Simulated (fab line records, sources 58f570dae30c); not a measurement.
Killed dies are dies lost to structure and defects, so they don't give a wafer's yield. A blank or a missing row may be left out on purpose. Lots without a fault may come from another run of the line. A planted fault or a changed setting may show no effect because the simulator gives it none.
Chamber matching | flow berkeley_cmos170 | UCB170_PWELL_ETCH_14 on rie_diel-02: 4 sister chambers
The step etches Si3N4 in CH3F/Ar/O2, stops on SiO2, target depth 242 nm, time 151 s. 4 wafers are shown with their chamber, then 7 later ones without.

WAFERS WITH THEIR CHAMBER
wafer  | chamber | drypump_motor_current_A (A)
L329.1 | 0       | 5.7
L329.2 | 3       | 5.3
L340.1 | 2       | 6.2
L340.5 | 1       | 6.3

WAFERS WITHOUT THEIR CHAMBER
wafer  | drypump_motor_current_A (A)
L340.6 | 6.1
L343.3 | 6.1
L343.5 | 6.2
L343.6 | 5.3
L342.1 | 6.2
L342.4 | 6.2
L342.5 | 5.7

WHICH CHAMBER EACH WENT THROUGH
wafer  | from the rows above     | in truth
L340.6 | can't be placed: 2 or 1 | 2
L343.3 | can't be placed: 2 or 1 | 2
L343.5 | can't be placed: 2 or 1 | 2
L343.6 | 3                       | 3
L342.1 | can't be placed: 2 or 1 | 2
L342.4 | can't be placed: 2 or 1 | 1
L342.5 | 0                       | 0
Placed correctly: 2 of 7. Can't be placed from these rows: 5 (the true chamber is among the candidates in 5). Placed wrongly: 0.
How it was worked out, from the rows above alone: a wafer's distance from a chamber is the root of the sum, over the readings, of the square of ((its reading less the chamber's mean) divided by the reading's scatter). The wafer belongs to the nearest chamber; if the next one is less than 2 further off, it can't be placed. A chamber's mean is the mean of its shown wafers. The scatter: with one shown wafer a chamber, the root of the mean of the squares of how far each hidden wafer lies from its nearest shown one.
